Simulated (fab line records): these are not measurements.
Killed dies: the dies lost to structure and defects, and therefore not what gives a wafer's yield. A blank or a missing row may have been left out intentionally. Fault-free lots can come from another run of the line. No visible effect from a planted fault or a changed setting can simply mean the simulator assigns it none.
Which tool was responsible? | flow berkeley-cmos170 | 7 lots, 21 wafers sampled, at 4 steps of a route of 331

== WHAT THE GAUGES SHOWED, per wafer ==
UCB170_M1_CD_MEAS_90: the cd target is 700 nm.
lot  | measured     | on        | cd-nm (nm)
L877 | day 9 05:57  | cd-sem-01 | 698.9 698.0 696.0
L879 | day 9 07:25  | cd-sem-01 | 696.6 697.1 698.2
L885 | day 10 16:07 | cd-sem-01 | 698.7 700.2 697.5
L887 | day 10 23:33 | cd-sem-01 | 701.6 700.0 699.4
L892 | day 11 17:25 | cd-sem-02 | 699.3 700.9 698.8
L894 | day 13 00:40 | cd-sem-02 | 710.0 709.9 710.3
L896 | day 13 01:13 | cd-sem-01 | 713.1 713.1 716.5

== TOOL THAT RAN EACH LOT (tool first, then ch and the chambers of the sampled wafers, then the start) ==
lot  | UCB170_CONTACT_STRIP_06              | UCB170_CONTACT_STRIP_19              | UCB170_M1_METAL_ETCH_12
L877 | plasma-asher-02 ch 0,1, day 9 02:04  | plasma-asher-01 ch 0,1, day 9 03:41  | rie-metal-02 ch 0, day 9 05:35
L879 | plasma-asher-02 ch 0,1, day 9 03:52  | plasma-asher-04 ch 0,1, day 9 05:22  | rie-metal-04 ch 0,1, day 9 07:10
L885 | plasma-asher-04 ch 0,1, day 10 11:01 | plasma-asher-04 ch 0,1, day 10 13:31 | rie-metal-02 ch 1, day 10 15:47
L887 | plasma-asher-04 ch 0,1, day 10 18:31 | plasma-asher-02 ch 0,1, day 10 20:52 | rie-metal-02 ch 1, day 10 23:11
L892 | plasma-asher-02 ch 0,1, day 11 13:20 | plasma-asher-01 ch 0,1, day 11 15:26 | rie-metal-02 ch 0, day 11 17:11
L894 | plasma-asher-02 ch 0,1, day 12 20:18 | plasma-asher-01 ch 0,1, day 12 22:29 | rie-metal-02 ch 0,1, day 13 00:25
L896 | plasma-asher-02 ch 0,1, day 12 20:47 | plasma-asher-02 ch 0,1, day 12 22:58 | rie-metal-02 ch 0,1, day 13 00:58
- UCB170_CONTACT_STRIP_06: strips in O2.
- UCB170_CONTACT_STRIP_19: strips in O2.
- UCB170_M1_METAL_ETCH_12: etches Al in Cl2/BCl3, stops on PSG, target depth 780 nm, time 130 s.

== THE ANSWER, worked out from the rows above alone ==
Rule: what is usual is taken from the lots themselves. Put in order of their means at a reading, lots are off if they are a third of the lots or fewer, leave a main group of 4 or more, and stand apart from it by a gap of 3 or more times the standard deviation of the main group's means; of several such gaps the widest counts. If all means in a main group match to the digits the tables above print for the reading, that group is not used. A lot without any number at a reading at which 4 lots or more have one is off too. All remaining lots with rows at the step are treated as sound.
Off at UCB170_M1_CD_MEAS_90 (cd-nm): L894, L896. Main group: mean 698.7 nm, sd 1.2.
If a tool, at a process step before that reading, ran all the lots that are off and no sound lot after the first of them, it fits. Those tools and the gauges at UCB170_M1_CD_MEAS_90 are tried in the same way. Can't be told from this: 2 tools fit, plasma-asher-02 at UCB170_CONTACT_STRIP_06, rie-metal-02 at UCB170_M1_METAL_ETCH_12.

== WHAT HAD BEEN PUT IN BY THE SIMULATOR ==
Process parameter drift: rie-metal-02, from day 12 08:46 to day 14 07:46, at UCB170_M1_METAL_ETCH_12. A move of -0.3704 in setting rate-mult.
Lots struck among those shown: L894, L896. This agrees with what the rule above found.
